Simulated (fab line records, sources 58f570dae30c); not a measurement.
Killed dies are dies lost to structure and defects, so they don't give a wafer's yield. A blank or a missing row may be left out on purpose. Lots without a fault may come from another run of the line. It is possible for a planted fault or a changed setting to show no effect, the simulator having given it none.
A single fault, viewed from 2 desks    flow berkeley cmos170    each desk has only its own numbers; what lay behind them comes last

TOOL OWNER'S DESK, pvd sputter-03
The tool's own readings at UCB170_M3_SPUTTER_01 (material Al, target thk 900 nm, time 120 s): means of the sampled wafers that have a number, for each lot that ran on this tool. Any lot whose mean is over 4 standard deviations away from the usual mean is out of limits and marked OUT; that distance is given in the brackets.
Columns: A = throttle valve pct at UCB170_M3_SPUTTER_01, usual 30.0 %
lot   first seen here  A
L713  day 8 14:21      30.0
L716  day 9 08:45      30.1
L717  day 9 14:48      29.6
L719  day 9 21:54      29.5
L733  day 13 03:22     29.9
This desk found nothing out of limits on any of the 5 lots.

THE METROLOGY DESK
Lot by lot, what the gauges showed, no matter which tool ran the lot: averages of those sampled wafers that carry a number. Any lot whose mean is over 4 standard deviations away from the usual mean is out of limits and marked OUT; that distance is given in the brackets.
Columns: A = M3_AL_RS at UCB170_M3_RS_MEAS_02, usual 0.0321 ohm/sq; B = M3_AL_THK at UCB170_M3_THK_MEAS_03, usual 877 nm
lot   first seen here  A                  B
L713  day 8 14:27      0.0320             878
L715  day 9 08:38      0.0319             886
L716  day 9 08:52      0.0318             886
L718  day 9 12:52      0.0319             880
L717  day 9 14:53      0.0339 (+5.2) OUT  842
L719  day 9 22:00      0.0348 (+7.6) OUT  821 (-6.3) OUT
L729  day 11 11:49     0.0318             885
L725  day 11 13:28     0.0322             871
L727  day 11 15:41     0.0324             869
L726  day 11 15:49     0.0325             869
L731  day 12 01:06     0.0322             870
L730  day 12 05:53     0.0325             868
L734  day 13 03:11     0.0321             876
L733  day 13 03:26     0.0318             879
This desk's result: L717, L719 out of limits, first on L717 (M3_AL_RS at UCB170_M3_RS_MEAS_02), day 9 14:53. Within limits: L713, L715, L716, L718, L729, L725, L727, L726, L731, L730, L734, L733.

BROUGHT TOGETHER
At day 9 14:53 the metrology desk could have sounded an alarm, on L717, L719.
The desk of the tool owner found nothing out of limits.
Tool owner's desk: L717, L719 on record, inside its limits.
UCB170_M3_SPUTTER_01 was run on pvd sputter-03 by each of the lots named.

WHAT HAD BEEN PUT IN BY THE SIMULATOR
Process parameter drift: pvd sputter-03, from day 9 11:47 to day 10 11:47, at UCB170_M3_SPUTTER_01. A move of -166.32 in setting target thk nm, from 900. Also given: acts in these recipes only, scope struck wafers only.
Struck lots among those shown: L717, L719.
Per desk, hours elapsed from the start of the fault to the first reading out of limits: for the metrology desk, 3.
